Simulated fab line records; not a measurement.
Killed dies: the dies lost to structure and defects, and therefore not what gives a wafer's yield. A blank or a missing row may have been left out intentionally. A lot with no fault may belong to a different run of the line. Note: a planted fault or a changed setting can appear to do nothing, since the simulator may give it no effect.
A struck lot beside a sound one || flow rit_cmos || 16 out of 202 route steps
Sound: the wafers L686.1, L686.2, L686.6. Wafers L685.1, L685.2, L685.6 were the ones struck. The cause is named last.
For every step that has rows: the tool of each side, followed by ch and its chambers, followed by its first start. Under that, the readings that differ: sound wafers || struck wafers || difference of the means || sigmas: that difference in standard deviations of wafers without a fault.
alike: same words and numbers on both sides, and readings whose means sit less than 2 such deviations apart. not compared: any withheld reading, any reading some wafer has no value for, any bound like >300 that may hide the same value, and any number with overlapping values for which the record gives no deviation.
Wherever a step has rows on one side only, a row that says differs or no value, or a row with sigmas, the two part there. Numbers that don't overlap but have no deviation are shown without sigmas and don't part them. A reading that every wafer of one side lacks parts them only if that side has two wafers or more.

first, 1 step without rows for these wafers: RIT_PSD_IMPLANT_08.
RIT_PSD_STRIP_09: strips in O2, time 180 s.
  sound on plasma_asher-03 ch 0,1, day 5 01:15; struck on plasma_asher-01 ch 0,1, day 4 21:33
  alike: drypump_motor_current_A, rf_refl_power_W
  not compared: rf_hours_counter_h
RIT_PSD_TW_MEAS_10:
  struck on film_metro-02, day 4 21:43; sound on film_metro-04, day 5 01:26
  alike: PSD_TW
then, 3 steps without rows for these wafers: RIT_SDANNEAL_CLEAN_00 (cleans in SC1, time 600 s); RIT_SDANNEAL_CLEAN_01 (cleans in dHF, time 30 s); RIT_SDANNEAL_CLEAN_02 (cleans in SC2, time 600 s).
RIT_SDANNEAL_RTA_03: time 5 s.
  sound on rtp_anneal-02 ch 0, day 5 01:51; struck on rtp_anneal-01 ch 0, day 4 22:09
  alike: ramp_down_c_per_s, wafer_temp_C_max
RIT_SDANNEAL_RS_MEAS_04: measurement is done with a four-point probe.
  struck on film_metro-04, day 4 22:13; sound on film_metro-03, day 5 01:55
  alike: PSD_RS
RIT_SDANNEAL_RS_MEAS_05: measurement is done with a four-point probe.
  struck on film_metro-04, day 4 22:20; sound on film_metro-03, day 5 02:02
  alike: NSD_RS
RIT_SDANNEAL_RS_MEAS_06: measurement is done with a four-point probe.
  struck on film_metro-04, day 4 22:27; sound on film_metro-03, day 5 02:09
  alike: PLDD_RS
RIT_SDANNEAL_RS_MEAS_07: measurement is done with a four-point probe.
  struck on film_metro-04, day 4 22:34; sound on film_metro-03, day 5 02:16
  alike: NLDD_RS
then, 1 step without rows for these wafers: RIT_SILICIDE_WET_ETCH_00 (etches SiO2 in BOE, target depth 14 nm, time 15 s).
RIT_SILICIDE_SPUTTER_01: material Ti, target thk 30 nm, time 240 s.
  struck on pvd_sputter-02, day 4 23:01; sound on pvd_sputter-04, day 5 02:25
  alike: throttle_valve_pct
RIT_SILICIDE_RS_MEAS_02: measurement is done with a four-point probe.
  struck on film_metro-03, day 4 23:34; sound on film_metro-02, day 5 02:34
{"reading": "SILICIDE_TI_RS (ohm/sq)", "sound": "48.2 47.9 48.6", "struck": "20.8 20.7 20.8", "difference": -27.5, "sigmas": -43}
RIT_SILICIDE_THK_MEAS_03: measures by xrf.
  struck on film_metro-03, day 5 01:40; sound on film_metro-02, day 5 02:41
{"reading": "SILICIDE_TI_THK (nm)", "sound": "29.7 29.7 29.3", "struck": "59.6 59.4 59.5", "difference": "+29.9", "sigmas": "+88"}
RIT_M1_PROBE_99:
  sound wafers here have rows in the record (prober-01, day 5 09:28); struck ones have none

== WHERE THEY PART ==
Last at RIT_M1_PROBE_99 as far as this record goes, first at RIT_SILICIDE_RS_MEAS_02.

WHY: the cause the simulator had injected
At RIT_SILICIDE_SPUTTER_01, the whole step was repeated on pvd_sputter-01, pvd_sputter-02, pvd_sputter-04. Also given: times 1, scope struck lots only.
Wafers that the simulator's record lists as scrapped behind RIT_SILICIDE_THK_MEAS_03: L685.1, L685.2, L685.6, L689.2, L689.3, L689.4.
